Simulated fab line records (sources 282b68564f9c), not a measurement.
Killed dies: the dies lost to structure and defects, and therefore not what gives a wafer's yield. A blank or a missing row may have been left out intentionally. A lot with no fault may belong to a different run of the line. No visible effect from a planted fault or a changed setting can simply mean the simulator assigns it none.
Which of the tools did it? | flow rit-cmos | 14 lots (42 wafers sampled), 1 step of a 202-step route

== WHAT THE GAUGES SHOWED, per wafer ==
No reading from a measuring or inspecting step in the record can be judged against a usual standard deviation.

== WHICH TOOL RAN EACH LOT (tool, then ch and the chambers of the sampled wafers, then the start) ==
lot  | RIT_NSD_DEVELOP_05
L963 | litho-track-02 ch 0, day 3 02:00
L965 | litho-track-02 ch 0, day 3 11:00
L966 | litho-track-04 ch 0, day 3 14:00
L968 | litho-track-01 ch 0, day 4 05:00
L969 | litho-track-04 ch 0, day 4 09:00
L971 | litho-track-02 ch 0, day 4 20:00
L973 | litho-track-01 ch 0, day 5 05:00
L974 | litho-track-01 ch 0, day 5 13:00
L976 | litho-track-04 ch 0, day 5 20:00
L978 | litho-track-04 ch 0, day 6 08:00
L983 | litho-track-04, day 7 09:00
L984 | litho-track-02, day 7 13:00
L985 | litho-track-04 ch 0, day 7 18:00
L986 | litho-track-04 ch 0, day 7 22:00
- RIT_NSD_DEVELOP_05: develop time 50 s.

== WHAT THE TOOLS THEMSELVES READ (means of the sampled wafers that have a number; where no wafer has one, the mark that the record gives instead) ==
RIT_NSD_DEVELOP_05.
lot  | tool           | chill-plate-temp-C (C)
L963 | litho-track-02 | 23.09
L965 | litho-track-02 | 23.01
L966 | litho-track-04 | 22.92
L968 | litho-track-01 | 23.15
L969 | litho-track-04 | 23.01
L971 | litho-track-02 | 22.88
L973 | litho-track-01 | 23.01
L974 | litho-track-01 | 22.99
L976 | litho-track-04 | 23.03
L978 | litho-track-04 | 22.94
L983 | litho-track-04 | -
L984 | litho-track-02 | -
L985 | litho-track-04 | 23.02
L986 | litho-track-04 | 22.98

== THE ANSWER, worked out from the rows above alone ==
Rule: usual is defined by the lots themselves. Put in order of their means at a reading, lots are off if they are a third of the lots or fewer, leave a main group of 4 or more, and stand apart from it by a gap of 3 or more times the standard deviation of the main group's means; of several such gaps the widest counts. Not used: any main group whose means are identical at the precision the tables above print for the reading. Also off: a lot with no number at a reading for which 4 or more lots have one. Where the step has rows for the other lots, those lots are counted as sound. After the gauges, taken in route order, come the tools' own readings; for these a lot's mean is taken, as printed above. The first step at which some lot is off is used, and at that step the reading that is off furthest; a lot without a number counts as furthest.
Off at RIT_NSD_DEVELOP_05 (chill-plate-temp-C): L983, L984. Without a number there: L983, L984. Mean 23.00 C and standard deviation 0.069 in the main group.
If a tool, at that step or one of the process steps before it, ran each lot that is off and ran no sound lot following the first of them, it fits. Not one of the candidates tried fits.

== WHAT THE SIMULATOR PUT IN ==
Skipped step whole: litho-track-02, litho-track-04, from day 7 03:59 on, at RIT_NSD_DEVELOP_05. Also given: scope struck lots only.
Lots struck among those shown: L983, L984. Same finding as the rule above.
